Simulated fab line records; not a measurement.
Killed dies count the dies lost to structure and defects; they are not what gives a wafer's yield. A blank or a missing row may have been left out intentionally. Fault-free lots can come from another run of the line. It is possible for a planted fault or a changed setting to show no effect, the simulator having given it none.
Which tool was responsible? -- flow berkeley cmos170 -- Sampling: 7 lots, 21 wafers, 2 of 331 route steps

== WHAT EACH GAUGE READ, for each wafer ==
UCB170_PWELL_THK_MEAS_03.
lot,measured,on,PWELL_OXIDE_THK (nm)
L313,day 3 04:59,film metro-03,26.0 26.2 25.8
L316,day 4 00:34,film metro-01,26.4 26.6 26.9
L318,day 4 04:44,film metro-03,26.7 27.6 27.3
L321,day 4 18:09,film metro-03,25.1 25.1 25.2
L324,day 5 06:47,film metro-03,26.3 26.2 26.2
L326,day 5 16:35,film metro-01,26.4 26.2 26.4
L333,day 7 06:52,film metro-03,40.2 39.5 39.7

== WHICH TOOL RAN EACH LOT (tool, then ch and the chambers of the sampled wafers, then the start) ==
lot,UCB170_PWELL_OXIDATION_02
L313,"furnace-04 ch 0, day 3 03:37"
L316,"furnace-01 ch 0, day 3 23:12"
L318,"furnace-01 ch 0, day 4 03:23"
L321,"furnace-04 ch 0, day 4 16:48"
L324,"furnace-01 ch 0, day 5 05:26"
L326,"furnace-02 ch 0, day 5 15:08"
L333,"furnace-01 ch 0, day 7 02:49"
- UCB170_PWELL_OXIDATION_02: target thk 26.4 nm, ox time 1260 s.

== THE ANSWER, worked out from the rows above alone ==
Rule: the usual values come from the lots themselves. Put in order of their means at a reading, lots are off if they are a third of the lots or fewer, leave a main group of 4 or more, and stand apart from it by a gap of 3 or more times the standard deviation of the main group's means; of several such gaps the widest counts. A main group is skipped when, at the precision printed for the reading in the tables above, its means are all equal. Also off: a lot with no number at a reading for which 4 or more lots have one. All remaining lots with rows at the step are treated as sound.
Off: at UCB170_PWELL_THK_MEAS_03 (PWELL_OXIDE_THK), L333. Mean 26.3 nm and standard deviation 0.63 in the main group.
A tool fits if, at a process step before that reading, it ran every lot that is off, and no sound lot after the first of them. The gauges at UCB170_PWELL_THK_MEAS_03 are tried like those tools. 2 tools fit, furnace-01 at UCB170_PWELL_OXIDATION_02 and film metro-03 at UCB170_PWELL_THK_MEAS_03, so this cannot tell which one it is.

== WHAT HAD BEEN PUT IN BY THE SIMULATOR ==
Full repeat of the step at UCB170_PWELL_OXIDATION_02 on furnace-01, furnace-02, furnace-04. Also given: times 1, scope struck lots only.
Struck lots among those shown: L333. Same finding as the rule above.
